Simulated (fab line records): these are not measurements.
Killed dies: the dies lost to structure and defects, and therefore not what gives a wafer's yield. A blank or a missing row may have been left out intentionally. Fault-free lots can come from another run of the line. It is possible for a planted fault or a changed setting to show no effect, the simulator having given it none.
Which of the tools did it?	flow berkeley-cmos170	at 1 step of a route of 331, 7 lots with 21 wafers sampled

WHAT EACH GAUGE READ, for each wafer
UCB170_SDANNEAL_RS_MEAS_02: uses a four-point probe to measure.
lot	measured	on	PSD_RS (ohm/sq)
L366	day 7 03:47	film-metro-02	75.65 75.22 75.72
L369	day 7 23:03	film-metro-01	75.41 75.27 75.66
L372	day 8 15:33	film-metro-02	76.07 75.86 75.96
L380	day 10 06:21	film-metro-03	75.44 75.71 75.67
L383	day 10 10:21	film-metro-03	75.21 75.50 75.45
L385	day 11 02:47	film-metro-02	75.80 76.17 75.87
L386	day 11 05:16	film-metro-01	75.64 75.88 75.75

WHAT TOOL EACH LOT RAN ON (gives the tool, then ch and the chambers of the sampled wafers, and finally the start)
Record: no process step prior to these readings.

THE ANSWER, worked out from the rows above alone
Rule: the lots themselves supply what counts as usual. Put in order of their means at a reading, lots are off if they are a third of the lots or fewer, leave a main group of 4 or more, and stand apart from it by a gap of 3 or more times the standard deviation of the main group's means; of several such gaps the widest counts. The tables above print the reading to a certain number of digits; a main group whose means all agree to those digits is not used. A lot without any number at a reading at which 4 lots or more have one is off too. Where the step has rows for the other lots, those lots are counted as sound.
Across all readings shown, no lot is off: no conclusion can be drawn from this.

WHAT THE SIMULATOR PUT IN
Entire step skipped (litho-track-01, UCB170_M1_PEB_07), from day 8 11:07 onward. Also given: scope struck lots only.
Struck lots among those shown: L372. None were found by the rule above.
